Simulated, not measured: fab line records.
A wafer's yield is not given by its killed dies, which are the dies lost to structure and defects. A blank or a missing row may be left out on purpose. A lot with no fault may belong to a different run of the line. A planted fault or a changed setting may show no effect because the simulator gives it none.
A struck lot beside a sound one || flow berkeley-cmos170 || 23 out of 331 route steps
Sound: wafers L283.2, L283.3, L283.4. Wafers struck: L299.1, L299.4, L299.6. The cause is given at the end.
For every step that has rows: the tool of each side, followed by ch and its chambers, followed by its first start. Under that, the readings that differ: sound wafers || struck wafers || difference of the means || sigmas: that difference in standard deviations of wafers without a fault.
alike: same words and numbers on both sides, and readings whose means sit less than 2 such deviations apart. not compared: any withheld reading, any reading some wafer has no value for, any bound like >300 that may hide the same value, and any number with overlapping values for which the record gives no deviation.
The two part at a step that has a row with sigmas, a row that says differs or no value, or rows on one side only. Non-overlapping numbers with no deviation appear without sigmas and do not part them. A reading that every wafer of one side lacks parts them only if that side has two wafers or more.

first, 1 step without rows for these wafers: UCB170_WELLDRIVE_OXIDATION_01 (target thk 199 nm, ox time 9000 s).
UCB170_WELLDRIVE_THK_MEAS_02:
  struck on film-metro-02, day 7 16:33; sound on film-metro-01, day 4 02:11
  alike: WELLDRIVE_OXIDE_THK
then, 5 steps without rows for these wafers: UCB170_WELLDRIVE_ANNEAL_03 (time 900 s); UCB170_WELLDRIVE_WET_ETCH_04 (etches SiO2 in BOE, time 120 s); UCB170_ACTIVE_CLEAN_00 (cleans in SPM, time 600 s); UCB170_ACTIVE_CLEAN_01 (cleans in dHF, time 60 s); UCB170_ACTIVE_OXIDATION_02 (target thk 26.4 nm, ox time 1260 s).
UCB170_ACTIVE_THK_MEAS_03:
  struck on film-metro-04, day 8 01:38; sound on film-metro-04, day 4 10:23
  alike: ACTIVE_OXIDE_THK
then, 2 steps without rows for these wafers: UCB170_ACTIVE_ANNEAL_04 (time 900 s); UCB170_ACTIVE_CVD_05 (deposits Si3N4 from SiH2Cl2/NH3, target thk 220 nm, time 3300 s).
UCB170_ACTIVE_THK_MEAS_06:
  struck on film-metro-04, day 8 09:51; sound on film-metro-01, day 4 17:32
  alike: ACTIVE_NITRIDE_THK
then, 1 step without rows for these wafers: UCB170_ACTIVE_HMDS_07 (prime time 60 s).
UCB170_ACTIVE_COAT_08: resist thk 900 nm.
  sound on litho-track-01 ch 0, day 4 19:01; struck on litho-track-01 ch 0, day 8 10:22
{"reading": "model.KrF_of_ACTIVE_COAT_08.thk-nm (nm)", "sound": "902 900.6 898.8", "struck": "882.3 881.1 881.7", "difference": -18.8, "sigmas": ""}
  alike: spin-speed-rpm
then, 4 steps without rows for these wafers: UCB170_ACTIVE_SOFTBAKE_09 (time 60 s); UCB170_ACTIVE_EXPOSE_10 (exposes mask ACTIVE, target cd 1200 nm); UCB170_ACTIVE_PEB_11; UCB170_ACTIVE_DEVELOP_12 (develop time 45 s).
UCB170_ACTIVE_CD_MEAS_13 targets a cd of 1200 nm.
  struck on cd-sem-02, day 8 11:56; sound on cd-sem-01, day 4 20:13
  alike: cd-nm
UCB170_ACTIVE_OVL_MEAS_14:
  struck on overlay-01, day 8 12:04; sound on overlay-01, day 4 20:19
  alike: ACTIVE_OVL
UCB170_ACTIVE_ETCH_15: etches Si3N4 in CH3F/Ar/O2, stops on SiO2, target depth 242 nm, time 151 s.
  sound on rie-diel-04 ch 1,2,3, day 4 20:21; struck on rie-diel-03 ch 2,3, day 8 12:06
{"reading": "model.KrF_of_ACTIVE_COAT_08.thk-nm (nm)", "sound": "729.1 726.7 723", "struck": "704.5 706.6 705.1", "difference": -20.9, "sigmas": ""}
  alike: drypump-motor-current-A, oes-product-au, throttle-valve-pct
  not compared: rf-hours-counter-h
UCB170_ACTIVE_STRIP_16: strips in O2.
  sound on plasma-asher-02 ch 0,1, day 4 20:28; struck on plasma-asher-01 ch 0,1, day 8 12:12
{"reading": "strip-time-to-endpoint-s (s)", "sound": "18.20 18.13 18.05", "struck": "17.61 17.66 17.62", "difference": -0.50, "sigmas": -8}
  alike: drypump-motor-current-A, oes-product-au
  not compared: rf-hours-counter-h
UCB170_ACTIVE_CD_MEAS_90 targets a cd of 1200 nm.
  struck on cd-sem-01, day 8 12:18; sound on cd-sem-01, day 4 20:37
  alike: cd-nm
UCB170_M3_PROBE_99:
  sound wafers here have rows in the record (prober-01, day 8 15:39); struck ones have none

WHERE THEY PART
Earliest at UCB170_ACTIVE_STRIP_16; latest, in this record, at UCB170_M3_PROBE_99.

WHY: whatever the simulator had introduced
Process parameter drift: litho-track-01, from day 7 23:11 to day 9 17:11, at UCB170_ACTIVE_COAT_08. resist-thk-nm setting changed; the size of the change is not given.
